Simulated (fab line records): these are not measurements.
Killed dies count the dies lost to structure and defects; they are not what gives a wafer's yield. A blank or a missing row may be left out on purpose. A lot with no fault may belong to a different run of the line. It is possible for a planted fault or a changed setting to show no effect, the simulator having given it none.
fab line records | flow rit_cmos
[record] lots = 6 | wafers = 18 | last_day = 7
route steps=202 shown CONTACT@176 M1@184
lots that met no fault: from a run of the same line without faults
start_h: start of the lot's first displayed wafer, in hours after the record's first day | wait_h: hours from the lot's prior step to this one | " the same as in the row above | L1.1+2: a single row standing in for several wafers | - value missing, or start not given | * or withheld: withheld | < > ~ a bound
route shown NAME@n: names a module that has steps shown in the file, with the first one's number in the route | usual: average and standard deviation across the fault-free wafers | same: alike in all rows | chamber/n: place in a boat | sites: each site's reading | _std_site: the standard deviation of these | _edge_site: outer sites' mean less inner sites' | radius_mm: how far each site lies from the wafer's centre | mask NAME#n: copy n | behind: the last tool/chamber to shape the wafer | hold: what put the lot on hold/how long, in hours/how the hold closed | device: which transistor (n, p or np) failed to switch | end of line: tests run on the same wafers once the route is complete | a step given without rows: its recipe and nothing more | killed: dies lost to structure and defects at the first sort, not the wafer's yield | map: the dies of a wafer, with x for killed, . for not killed, _ for no die there
set.NAME: the setting the step ran with; set.NAME@STEP: the setting that earlier step ran with | model.NAME: the simulator's own value behind a step, which no gauge read
lots at selected steps of the route; one table per step, one row per wafer
services: from which hour (start_h, from the record's first day; less than 0 if before it) a tool's chamber was out of use, for how many hours, and why
[[steps]]
[step RIT_CONTACT_CD_MEAS_08]
[recipe] target_cd_nm = 1000
[usual] cd_nm = 999.1/2.5
lot.wafer | tool      | chamber | start_h | wait_h | cd_nm
L826.1    | cd_sem-01 | -       | 70.29   | -      | 999.8
L826.4    | "         | -       | "       | "      | 1000.4
L826.6    | "         | -       | "       | "      | 998.2
L827.1    | cd_sem-01 | -       | 72.17   | -      | 1000.2
L827.2    | "         | -       | "       | "      | 1001.9
L827.5    | "         | -       | "       | "      | 1001.6
L828.2    | cd_sem-01 | -       | 78.82   | -      | 997.6
L828.3    | "         | -       | "       | "      | 997.9
L828.4    | "         | -       | "       | "      | 995.6
L829.1    | cd_sem-01 | -       | 84.08   | -      | 1002.6
L829.5    | "         | -       | "       | "      | 998.6
L829.6    | "         | -       | "       | "      | 999.1
L839.1    | cd_sem-02 | -       | 133.22  | -      | 1001.3
L839.2    | "         | -       | "       | "      | 1000.2
L839.5    | "         | -       | "       | "      | 999.1
L843.3    | cd_sem-02 | -       | 152.33  | -      | 997.8
L843.4    | "         | -       | "       | "      | 1000.6
L843.5    | "         | -       | "       | "      | 1001.7
[step RIT_CONTACT_OVL_MEAS_09]
[usual] CONTACT_OVL = 0.9/1.5
lot.wafer | tool       | chamber | start_h | wait_h | CONTACT_OVL[nm]
L826.1    | overlay-02 | -       | 70.41   | 0.1    | 1.2
L826.4    | "          | -       | "       | "      | 0.2
L826.6    | "          | -       | "       | "      | 0.0
L827.1    | overlay-02 | -       | 72.29   | 0.1    | 1.4
L827.2    | "          | -       | "       | "      | -0.4
L827.5    | "          | -       | "       | "      | 0.2
L828.2    | overlay-02 | -       | 78.92   | 0.1    | -1.6
L828.3    | "          | -       | "       | "      | 0.3
L828.4    | "          | -       | "       | "      | -2.9
L829.1    | overlay-02 | -       | 84.20   | 0.1    | 0.7
L829.5    | "          | -       | "       | "      | 1.9
L829.6    | "          | -       | "       | "      | -0.6
L839.1    | overlay-02 | -       | 133.34  | 0.1    | 1.8
L839.2    | "          | -       | "       | "      | 1.2
L839.5    | "          | -       | "       | "      | 0.2
L843.3    | overlay-02 | -       | 152.42  | 0.1    | 1.1
L843.4    | "          | -       | "       | "      | 2.1
L843.5    | "          | -       | "       | "      | 0.3
[step RIT_CONTACT_HARDBAKE_10]
[recipe] resist = NOVOLAK | temp_c = 140 | time_s = 60
[step RIT_CONTACT_ETCH_11]
[recipe] target_depth_a = 4800 | over_etch_frac = 0.2 | stop_on = TiSi2 | chemistry = CHF3/CF4/Ar | target = SiO2 | CHF3_flow_sccm = 50 | cf4_flow_sccm = 10 | Ar_flow_sccm = 100 | O2_flow_sccm = 5 | pressure_mtorr = 100 | rf_w = 200 | time_s = 320
[usual] chamber_pressure_mTorr = 99.99/0.093 | drypump_motor_current_A = 5.9/0.52 | oes_product_au = 0.982/0.019 | throttle_valve_pct = 8.86/0.14
[same] time_s = 320
lot.wafer | tool        | chamber | start_h | wait_h | chamber_pressure_mTorr | drypump_motor_current_A | oes_product_au | rf_hours_counter_h | throttle_valve_pct
L826.1    | rie_diel-03 | 0       | 70.59   | 0.1    | 99.90                  | 5.7                     | 0.960          | 44                 | 9.04
L826.4    | "           | 1       | "       | "      | 99.93                  | 5.9                     | 1.012          | 2                  | 8.86
L826.6    | "           | 0       | "       | "      | 99.96                  | 5.7                     | 0.969          | -                  | 9.06
L827.1    | rie_diel-02 | 3       | 72.48   | 0.1    | 99.86                  | 5.1                     | 1.011          | 126                | 8.95
L827.2    | "           | 1       | "       | "      | 99.96                  | 5.4                     | 0.993          | 6                  | 8.77
L827.5    | "           | 3       | "       | "      | 99.96                  | 5.1                     | 1.009          | -                  | 8.97
L828.2    | rie_diel-03 | 3       | 79.10   | 0.1    | 100.15                 | 6.5                     | 0.960          | 98                 | 8.72
L828.3    | "           | 0       | "       | "      | 99.89                  | 5.7                     | 0.965          | 44                 | 9.06
L828.4    | "           | 1       | "       | "      | 100.02                 | 5.9                     | 1.018          | 2                  | 8.86
L829.1    | rie_diel-01 | 3       | 84.38   | 0.1    | 99.97                  | 5.6                     | 0.982          | 7                  | 8.78
L829.5    | "           | 0       | "       | "      | 100.08                 | 6.5                     | 0.973          | -                  | 8.60
L829.6    | "           | 3       | "       | "      | 99.92                  | 5.6                     | 0.975          | -                  | 8.80
L839.1    | rie_diel-02 | 1       | 133.52  | 0.1    | 100.09                 | 5.4                     | 0.997          | 7                  | 8.75
L839.2    | "           | 0       | "       | "      | 100.04                 | 6.5                     | 0.969          | 4                  | 9.07
L839.5    | "           | 0       | "       | "      | 99.93                  | 6.4                     | 0.971          | -                  | 9.06
L843.3    | rie_diel-01 | 0       | 152.59  | 0.1    | 100.03                 | 6.5                     | 0.976          | 73                 | 8.59
L843.4    | "           | 2       | "       | "      | 99.95                  | 5.3                     | 0.982          | 121                | 8.69
L843.5    | "           | 1       | "       | "      | 99.98                  | 5.8                     | 1.011          | -                  | 8.96
[step RIT_CONTACT_STRIP_12]
[recipe] chemistry = O2 | time_s = 180 | resist = NOVOLAK | platen_temp_c = withheld | power_w = 500 | pressure_mtorr = 4000 | o2_flow_sccm = 4000
[usual] chamber_pressure_mTorr = 4000/4.3 | drypump_motor_current_A = 5.6/0.39
[same] time_s = 180
lot.wafer | tool            | chamber | start_h | wait_h | chamber_pressure_mTorr | drypump_motor_current_A | rf_hours_counter_h
L826.1    | plasma_asher-02 | 0       | 70.79   | 0.1    | 4003                   | 5.7                     | 24
L826.4    | "               | 0       | "       | "      | 4001                   | 5.7                     | -
L826.6    | "               | 1       | "       | "      | 4000                   | 6.1                     | -
L827.1    | plasma_asher-03 | 1       | 72.67   | 0.1    | 3998                   | 5.7                     | 45
L827.2    | "               | 0       | "       | "      | 3999                   | 5.7                     | 45
L827.5    | "               | 1       | "       | "      | 4000                   | 5.7                     | -
L828.2    | plasma_asher-01 | 1       | 79.30   | 0.1    | 3999                   | 6.0                     | 44
L828.3    | "               | 1       | "       | "      | 3996                   | 6.0                     | -
L828.4    | "               | 0       | "       | "      | 4000                   | 5.0                     | -
L829.1    | plasma_asher-02 | 0       | 84.58   | 0.1    | 4001                   | 5.7                     | 26
L829.5    | "               | 1       | "       | "      | 3999                   | 6.1                     | -
L829.6    | "               | 0       | "       | "      | 4003                   | 5.7                     | -
L839.1    | plasma_asher-03 | 1       | 133.72  | 0.1    | 4002                   | 5.7                     | 54
L839.2    | "               | 0       | "       | "      | 3997                   | 5.7                     | 54
L839.5    | "               | 0       | "       | "      | 4005                   | 5.8                     | -
L843.3    | plasma_asher-03 | 0       | 152.85  | 0.2    | 3998                   | 5.8                     | -
L843.4    | "               | 1       | "       | "      | 4002                   | 5.7                     | -
L843.5    | "               | 1       | "       | "      | 3998                   | 5.7                     | -
[step RIT_CONTACT_CD_MEAS_90]
[recipe] target_cd_nm = 1000
[usual] cd_nm = 999.2/2.5
lot.wafer | tool      | chamber | start_h | wait_h | cd_nm
L826.1    | cd_sem-02 | -       | 70.96   | 0.1    | 999.9
L826.4    | "         | -       | "       | "      | 1000.0
L826.6    | "         | -       | "       | "      | 998.5
L827.1    | cd_sem-02 | -       | 72.85   | 0.1    | 1000.7
L827.2    | "         | -       | "       | "      | 1001.9
L827.5    | "         | -       | "       | "      | 1001.6
L828.2    | cd_sem-02 | -       | 79.49   | 0.1    | 998.6
L828.3    | "         | -       | "       | "      | 997.8
L828.4    | "         | -       | "       | "      | 995.5
L829.1    | cd_sem-01 | -       | 84.75   | 0.1    | 1002.7
L829.5    | "         | -       | "       | "      | 999.0
L829.6    | "         | -       | "       | "      | 999.6
L839.1    | cd_sem-01 | -       | 133.89  | 0.1    | 1001.0
L839.2    | "         | -       | "       | "      | 1000.7
L839.5    | "         | -       | "       | "      | 999.4
L843.3    | cd_sem-02 | -       | 153.00  | 0.1    | 998.1
L843.4    | "         | -       | "       | "      | 1000.7
L843.5    | "         | -       | "       | "      | 1001.7
[step RIT_CONTACT_CLEAN_13]
[recipe] chemistry = SC1 | mix = 3:3:50 | time_s = 600 | temp_c = 75
[step RIT_CONTACT_CLEAN_14]
[recipe] chemistry = SC2 | mix = 3:3:50 | time_s = 600 | temp_c = 75 | dry = n2_spin
[step RIT_M1_SPUTTER_00]
[recipe] material = Al | target_thk_nm = 400 | power_w = 1952 | chamber_pressure_pa = 0.4 | gas = Ar | time_s = 500 | substrate_temp_c = 25
[usual] throttle_valve_pct = 29.2/0.79
[same] time_s = 500
lot.wafer | tool           | chamber | start_h | wait_h | throttle_valve_pct
L826.1    | pvd_sputter-04 | -       | 71.45   | 0.0    | 28.2
L826.4    | "              | -       | "       | "      | 28.9
L826.6    | "              | -       | "       | "      | 29.1
L827.1    | pvd_sputter-03 | -       | 73.33   | 0.0    | 30.3
L827.2    | "              | -       | "       | "      | 29.2
L827.5    | "              | -       | "       | "      | 28.7
L828.2    | pvd_sputter-02 | -       | 79.94   | 0.0    | 29.7
L828.3    | "              | -       | "       | "      | 29.9
L828.4    | "              | -       | "       | "      | 30.5
L829.1    | pvd_sputter-04 | -       | 85.22   | 0.0    | 29.1
L829.5    | "              | -       | "       | "      | 28.1
L829.6    | "              | -       | "       | "      | 28.7
L839.1    | pvd_sputter-04 | -       | 134.38  | 0.0    | 28.5
L839.2    | "              | -       | "       | "      | 28.9
L839.5    | "              | -       | "       | "      | 28.2
L843.3    | pvd_sputter-04 | -       | 153.43  | 0.0    | 28.8
L843.4    | "              | -       | "       | "      | 28.1
L843.5    | "              | -       | "       | "      | 29.0
[step RIT_M1_RS_MEAS_01]
[recipe] thk_meas_gauge = four-point-probe | reads = Al_of_M1_SPUTTER_00
[usual] M1_AL_RS = 0.0755/0.00076
lot.wafer | tool          | chamber | start_h | wait_h | M1_AL_RS[ohm/sq]
L826.1    | film_metro-01 | -       | 71.74   | 0.1    | 0.0753
L826.4    | "             | -       | "       | "      | 0.0759
L826.6    | "             | -       | "       | "      | 0.0763
L827.1    | film_metro-01 | -       | 73.63   | 0.1    | 0.0754
L827.2    | "             | -       | "       | "      | 0.0756
L827.5    | "             | -       | "       | "      | 0.0754
L828.2    | film_metro-04 | -       | 80.26   | 0.2    | 0.0759
L828.3    | "             | -       | "       | "      | 0.0757
L828.4    | "             | -       | "       | "      | 0.0745
L829.1    | film_metro-04 | -       | 85.52   | 0.1    | 0.0758
L829.5    | "             | -       | "       | "      | 0.0758
L829.6    | "             | -       | "       | "      | 0.0760
L839.1    | film_metro-01 | -       | 134.67  | 0.1    | 0.0754
L839.2    | "             | -       | "       | "      | 0.0755
L839.5    | "             | -       | "       | "      | 0.0744
L843.3    | film_metro-02 | -       | 153.77  | 0.2    | 0.0764
L843.4    | "             | -       | "       | "      | 0.0756
L843.5    | "             | -       | "       | "      | 0.0758
[step RIT_M1_THK_MEAS_02]
[recipe] thk_meas_gauge = xrf | reads = Al_of_M1_SPUTTER_00
[usual] M1_AL_THK = 384/5.1
lot.wafer | tool          | chamber | start_h | wait_h | M1_AL_THK[nm]
L826.1    | film_metro-01 | -       | 71.86   | 0.1    | 386
L826.4    | "             | -       | "       | "      | 382
L826.6    | "             | -       | "       | "      | 383
L827.1    | film_metro-01 | -       | 73.75   | 0.1    | 386
L827.2    | "             | -       | "       | "      | 385
L827.5    | "             | -       | "       | "      | 385
L828.2    | film_metro-04 | -       | 80.37   | 0.1    | 382
L828.3    | "             | -       | "       | "      | 382
L828.4    | "             | -       | "       | "      | 388
L829.1    | film_metro-04 | -       | 85.64   | 0.1    | 383
L829.5    | "             | -       | "       | "      | 383
L829.6    | "             | -       | "       | "      | 384
L839.1    | film_metro-01 | -       | 134.79  | 0.1    | 384
L839.2    | "             | -       | "       | "      | 384
L839.5    | "             | -       | "       | "      | 391
L843.3    | film_metro-02 | -       | 153.87  | 0.1    | 376
L843.4    | "             | -       | "       | "      | 379
L843.5    | "             | -       | "       | "      | 377
[step RIT_M1_HMDS_03]
[recipe] prime_time_s = 60 | prime_temp_c = 140
[step RIT_M1_COAT_04]
[recipe] resist = NOVOLAK | spin_rpm = 2000 | resist_thk_nm = 1300
[usual] chill_plate_temp_C = 23.01/0.12 | dispense_pressure_kPa = 51/4.4
lot.wafer | tool           | chamber | start_h | wait_h | chill_plate_temp_C | dispense_pressure_kPa
L826.1    | litho_track-02 | 0       | 72.07   | 0.1    | 23.11              | 49
L826.4    | "              | 0       | "       | "      | 22.93              | 49
L826.6    | "              | 0       | "       | "      | 23.15              | 49
L827.1    | litho_track-03 | 0       | 73.96   | 0.1    | 23.11              | 59
L827.2    | "              | 0       | "       | "      | 23.25              | 59
L827.5    | "              | 0       | "       | "      | 23.27              | 59
L828.2    | litho_track-01 | -       | 80.59   | 0.1    | -                  | -
L828.3    | "              | -       | "       | "      | -                  | -
L828.4    | "              | -       | "       | "      | -                  | -
L829.1    | litho_track-02 | -       | 85.85   | 0.1    | -                  | -
L829.5    | "              | -       | "       | "      | -                  | -
L829.6    | "              | -       | "       | "      | -                  | -
L839.1    | litho_track-03 | 0       | 135.00  | 0.1    | 23.04              | 59
L839.2    | "              | 0       | "       | "      | 23.13              | 59
L839.5    | "              | 0       | "       | "      | 23.08              | 59
L843.3    | litho_track-02 | 0       | 154.11  | 0.1    | 23.11              | 49
L843.4    | "              | 0       | "       | "      | 23.23              | 49
L843.5    | "              | 0       | "       | "      | 23.10              | 49
[step RIT_M1_SOFTBAKE_05]
[recipe] resist = NOVOLAK | temp_c = 90 | time_s = 60
[step RIT_M1_EXPOSE_06]
[recipe] mask_id = M12 | na = 0.6 | source_shape = conventional | sigma_outer = 0.5 | target_cd_nm = 2600 | dose_mj = 250
[step RIT_M1_PEB_07]
[recipe] resist = NOVOLAK | temp_c = withheld | time_s = withheld
[step RIT_M1_DEVELOP_08]
[recipe] resist = NOVOLAK | develop_time_s = 65.25 | dev_temp_c = 23
[step RIT_M1_CD_MEAS_09]
[recipe] target_cd_nm = 2600
[usual] cd_nm = 2600.6/2.1
lot.wafer | tool      | chamber | start_h | wait_h | cd_nm
L826.1    | cd_sem-01 | -       | 72.93   | -      | 2606.2
L826.4    | "         | -       | "       | "      | 2604.3
L826.6    | "         | -       | "       | "      | 2605.0
L827.1    | cd_sem-01 | -       | 74.73   | -      | 2598.3
L827.2    | "         | -       | "       | "      | 2599.5
L827.5    | "         | -       | "       | "      | 2600.8
L828.2    | cd_sem-01 | -       | 81.44   | -      | -
L828.3    | "         | -       | "       | "      | -
L828.4    | "         | -       | "       | "      | -
L829.1    | cd_sem-01 | -       | 86.62   | -      | -
L829.5    | "         | -       | "       | "      | -
L829.6    | "         | -       | "       | "      | -
L839.1    | cd_sem-02 | -       | 135.86  | -      | 2601.0
L839.2    | "         | -       | "       | "      | 2598.7
L839.5    | "         | -       | "       | "      | 2601.3
L843.3    | cd_sem-01 | -       | 154.95  | -      | 2601.2
L843.4    | "         | -       | "       | "      | 2603.0
L843.5    | "         | -       | "       | "      | 2601.0
[step RIT_M1_OVL_MEAS_10]
[usual] M1_OVL = 0.4/1.5
lot.wafer | tool       | chamber | start_h | wait_h | M1_OVL[nm]
L826.1    | overlay-02 | -       | 73.05   | 0.1    | 1.6
L826.4    | "          | -       | "       | "      | 1.3
L826.6    | "          | -       | "       | "      | 1.0
L827.1    | overlay-02 | -       | 74.85   | 0.1    | -0.1
L827.2    | "          | -       | "       | "      | 1.8
L827.5    | "          | -       | "       | "      | 0.4
L828.2    | overlay-02 | -       | 81.58   | 0.1    | -
L828.3    | "          | -       | "       | "      | -
L828.4    | "          | -       | "       | "      | -
L829.1    | overlay-02 | -       | 86.77   | 0.1    | -
L829.5    | "          | -       | "       | "      | -
L829.6    | "          | -       | "       | "      | -
L839.1    | overlay-02 | -       | 135.98  | 0.1    | 1.7
L839.2    | "          | -       | "       | "      | 2.4
L839.5    | "          | -       | "       | "      | 1.4
L843.3    | overlay-02 | -       | 155.04  | 0.1    | -0.4
L843.4    | "          | -       | "       | "      | 2.5
L843.5    | "          | -       | "       | "      | -0.2
[step RIT_M1_PROBE_99]
[usual] defect_limited_yield = 97.4/1.2 | killed_at_M0_to_M3 = 0.0/0.14 | killed_at_contacts = 0.1/0.26 | killed_at_front_end = 7/3.2 | killed_dies = 7/3.2 | killed_on_rim = 1.6/1.2 | killed_open = 3.2/2.1 | killed_short = 3.7/2.1 | sort_bin_3_pad_short = 0.1/0.2 | sort_bin_5_function = 1.5/0.79 | sort_bin_6_memory = 1.0/0.68 | sort_n_pass = 257/3.2 | sort_yield_pct = 97.4/1.2
[same] gross_dies = 264 | killed_at_M4_up = 0 | killed_at_back_side = 0 | killed_at_other = 0
lot.wafer | tool      | chamber | start_h | wait_h | defect_limited_yield[%] | killed_at_M0_to_M3 | killed_at_contacts | killed_at_front_end | killed_dies | killed_on_rim | killed_open | killed_short | sort_bin_3_pad_short[%] | sort_bin_5_function[%] | sort_bin_6_memory[%] | sort_n_pass | sort_yield_pct[%]
L826.1    | prober-01 | -       | 75.90   | 0.1    | 95.8                    | 0                  | 0                  | 11                  | 11          | 4             | 6           | 5            | 0                       | 3.0                    | 1.1                  | 253         | 95.8
L826.4    | prober-01 | -       | 76.05   | 0.2    | 96.6                    | 0                  | 0                  | 9                   | 9           | 3             | 3           | 6            | 0                       | 1.9                    | 1.5                  | 255         | 96.6
L826.6    | prober-01 | -       | 76.15   | 0.2    | 97.3                    | 0                  | 0                  | 7                   | 7           | 1             | 2           | 5            | 0                       | 2.3                    | 0.4                  | 257         | 97.3
L827.1    | prober-02 | -       | 77.69   | 0.1    | 98.9                    | 0                  | 0                  | 3                   | 3           | 0             | 1           | 2            | 0                       | 0.8                    | 0.4                  | 261         | 98.9
L827.2    | prober-02 | -       | 77.74   | 0.1    | 98.1                    | 0                  | 0                  | 5                   | 5           | 3             | 3           | 2            | 0                       | 0.8                    | 1.1                  | 259         | 98.1
L827.5    | prober-02 | -       | 77.89   | 0.2    | 98.1                    | 0                  | 0                  | 5                   | 5           | 1             | 3           | 2            | 0                       | 1.1                    | 0.8                  | 259         | 98.1
L828.2    | prober-01 | -       | 84.57   | 0.1    | 0                       | 258                | 0                  | 6                   | 264         | 70            | 2           | 4            | 0                       | 99.2                   | 0.8                  | 0           | 0
L828.3    | prober-01 | -       | 84.62   | 0.2    | 0                       | 250                | 0                  | 14                  | 264         | 70            | 3           | 11           | 0.4                     | 98.9                   | 0.8                  | 0           | 0
L828.4    | prober-01 | -       | 84.67   | 0.2    | 0                       | 256                | 0                  | 8                   | 264         | 70            | 8           | 0            | 0                       | 98.9                   | 1.1                  | 0           | 0
L829.1    | prober-02 | -       | 89.73   | 0.1    | 0                       | 260                | 0                  | 4                   | 264         | 70            | 2           | 2            | 0.4                     | 98.5                   | 1.1                  | 0           | 0
L829.5    | prober-02 | -       | 89.93   | 0.2    | 0                       | 258                | 1                  | 5                   | 264         | 70            | 2           | 4            | 0                       | 98.9                   | 1.1                  | 0           | 0
L829.6    | prober-02 | -       | 89.98   | 0.2    | 0                       | 259                | 0                  | 5                   | 264         | 70            | 2           | 3            | 0.4                     | 98.9                   | 0.8                  | 0           | 0
L839.1    | prober-02 | -       | 138.56  | 0.1    | 98.9                    | 0                  | 0                  | 3                   | 3           | 1             | 0           | 3            | 0                       | 0.8                    | 0.4                  | 261         | 98.9
L839.2    | prober-02 | -       | 138.61  | 0.1    | 98.5                    | 0                  | 0                  | 4                   | 4           | 1             | 2           | 2            | 0                       | 0.8                    | 0.8                  | 260         | 98.5
L839.5    | prober-02 | -       | 138.76  | 0.2    | 98.1                    | 0                  | 0                  | 5                   | 5           | 1             | 2           | 3            | 0                       | 1.5                    | 0.4                  | 259         | 98.1
L843.3    | prober-02 | -       | 157.93  | 0.2    | 97.7                    | 0                  | 0                  | 6                   | 6           | 0             | 4           | 2            | 0                       | 1.5                    | 0.8                  | 258         | 97.7
L843.4    | prober-02 | -       | 157.98  | 0.2    | 98.1                    | 0                  | 0                  | 5                   | 5           | 1             | 1           | 4            | 0                       | 1.1                    | 0.8                  | 259         | 98.1
L843.5    | prober-02 | -       | 158.03  | 0.2    | 98.1                    | 0                  | 0                  | 5                   | 5           | 0             | 4           | 1            | 0                       | 0.8                    | 1.1                  | 259         | 98.1
// killed by level:class
L826.1 GATE:geometric_particle:short=5 GATE:geometric_particle:open=3 FOX1:geometric_particle:open=2 SILICIDE:geometric_particle:open=1
L826.4 GATE:geometric_particle:short=3 SPACER:geometric_particle:short=2 FOX1:geometric_particle:short=1 GATE:geometric_particle:open=1 REOX:geometric_particle:open=1 SPACER:geometric_particle:open=1
L826.6 REOX:geometric_particle:short=2 SPACER:geometric_particle:short=2 FOX1:geometric_particle:open=1 GATE:geometric_particle:open=1 GATE:geometric_particle:short=1
L827.1 GATE:geometric_particle:short=2 GATE:geometric_particle:open=1
L827.2 SPACER:geometric_particle:open=2 GATE:geometric_particle:short=1 GATE:geometric_particle:open=1 SILICIDE:geometric_particle:short=1
L827.5 SPACER:geometric_particle:open=2 FOX1:geometric_particle:short=1 GATE:geometric_particle:open=1 SPACER:geometric_particle:short=1
L828.2 M1:area_expose=258 FOX1:geometric_particle:short=1 FOX1:geometric_particle:open=1 FOX2:geometric_particle:short=1 GATE:geometric_particle:short=1 GATE:geometric_particle:open=1 SILICIDE:geometric_particle:short=1
L828.3 M1:area_expose=250 SPACER:geometric_particle:short=4 GATE:geometric_particle:short=3 FOX2:geometric_particle:short=2 REOX:geometric_particle:short=2 GATE:geometric_particle:open=1 SPACER:geometric_particle:open=1 SILICIDE:geometric_particle:open=1
L828.4 M1:area_expose=256 GATE:geometric_particle:open=3 FOX1:geometric_particle:open=2 SILICIDE:geometric_particle:open=2 SPACER:geometric_particle:open=1
L829.1 M1:area_expose=260 GATE:geometric_particle:open=2 FOX1:geometric_particle:short=1 GATE:geometric_particle:short=1
L829.5 M1:area_expose=258 SILICIDE:geometric_particle:short=2 SILICIDE:geometric_particle:open=2 GATE:geometric_particle:short=1 CONTACT:geometric_particle:short=1
L829.6 M1:area_expose=259 FOX1:geometric_particle:open=1 FOX1:geometric_particle:short=1 GATE:geometric_particle:open=1 GATE:geometric_particle:short=1 SPACER:geometric_particle:short=1
L839.1 GATE:geometric_particle:short=1 REOX:geometric_particle:short=1 SILICIDE:geometric_particle:short=1
L839.2 FOX2:geometric_particle:open=1 GATE:geometric_particle:short=1 SILICIDE:geometric_particle:short=1 SILICIDE:geometric_particle:open=1
L839.5 FOX1:geometric_particle:short=1 FOX2:geometric_particle:open=1 FOX2:geometric_particle:short=1 GATE:geometric_particle:open=1 SPACER:geometric_particle:short=1
L843.3 GATE:geometric_particle:open=2 FOX1:geometric_particle:short=1 FOX1:geometric_particle:open=1 SPACER:geometric_particle:open=1 SILICIDE:geometric_particle:short=1
L843.4 SPACER:geometric_particle:short=2 GATE:geometric_particle:short=1 REOX:geometric_particle:short=1 SPACER:geometric_particle:open=1
L843.5 GATE:geometric_particle:open=2 SPACER:geometric_particle:open=2 SPACER:geometric_particle:short=1
// map L828.2 (x killed, . not)
________xxxxxxx_______
_____xxxxxxxxxxxxx____
____xxxxxxxxxxxxxxx___
___xxxxxxxxxxxxxxxxx__
__xxxxxxxxxxxxxxxxxxx_
__xxxxxxxxxxxxxxxxxxx_
_xxxxxxxxxxxxxxxxxxxxx
_xxxxxxxxxxxxxxxxxxxxx
_xxxxxxxxxxxxxxxxxxxxx
_xxxxxxxxxxxxxxxxxxxxx
__xxxxxxxxxxxxxxxxxxx_
__xxxxxxxxxxxxxxxxxxx_
___xxxxxxxxxxxxxxxxx__
____xxxxxxxxxxxxxxx___
_____xxxxxxxxxxxxx____
________xxxxxxx_______
// map L829.1 (x killed, . not)
________xxxxxxx_______
_____xxxxxxxxxxxxx____
____xxxxxxxxxxxxxxx___
___xxxxxxxxxxxxxxxxx__
__xxxxxxxxxxxxxxxxxxx_
__xxxxxxxxxxxxxxxxxxx_
_xxxxxxxxxxxxxxxxxxxxx
_xxxxxxxxxxxxxxxxxxxxx
_xxxxxxxxxxxxxxxxxxxxx
_xxxxxxxxxxxxxxxxxxxxx
__xxxxxxxxxxxxxxxxxxx_
__xxxxxxxxxxxxxxxxxxx_
___xxxxxxxxxxxxxxxxx__
____xxxxxxxxxxxxxxx___
_____xxxxxxxxxxxxx____
________xxxxxxx_______
[[services]]
tool            | chamber | start_h | hours | kind
rie_diel-01     | 1       | 64.65   | 1.4   | repair
rie_diel-01     | -       | 82.53   | 0.4   | repair
rie_diel-02     | 2       | 89.08   | 3.8   | repair
rie_diel-01     | 0       | 91.52   | 3.6   | repair
plasma_asher-02 | -       | 92.79   | 55.8  | repair
rie_diel-02     | -       | 120.74  | 2.8   | pm
rie_diel-02     | 0       | 145.76  | 7.4   | repair
[[key]]
[first_sign] step = RIT_M1_COAT_04 | reading = tool_record | direction = missing
[effect] step = RIT_M1_CD_MEAS_09 | reading = cd_nm | direction = missing
[effect] step = RIT_M1_OVL_MEAS_10 | reading = M1_OVL | direction = missing
[effect] step = RIT_M1_PROBE_99 | reading = killed_at_M0_to_M3 | direction = up | sigmas = 99+ | usual = 0.0 | struck = 256.8
[more_kills_born_at] RIT_M1_EXPOSE_06@iline_stepper-01 = 1541
met_at RIT_M1_COAT_04
struck_wafers L828.2,L828.3,L828.4,L829.1,L829.5,L829.6
later_rows_left_out L828.2,L828.3,L828.4,L829.1,L829.5,L829.6
onset_between 72.07 80.59
[fault] kind = skipped_step_whole | tool = litho_track-01,litho_track-02 | chamber = - | onset_h = 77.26 | steps = RIT_M1_COAT_04 | scope = struck_lots_only
// later_rows_left_out: the simulator's readings of these wafers behind a module that went badly wrong aren't trusted and aren't shown, but for the sort
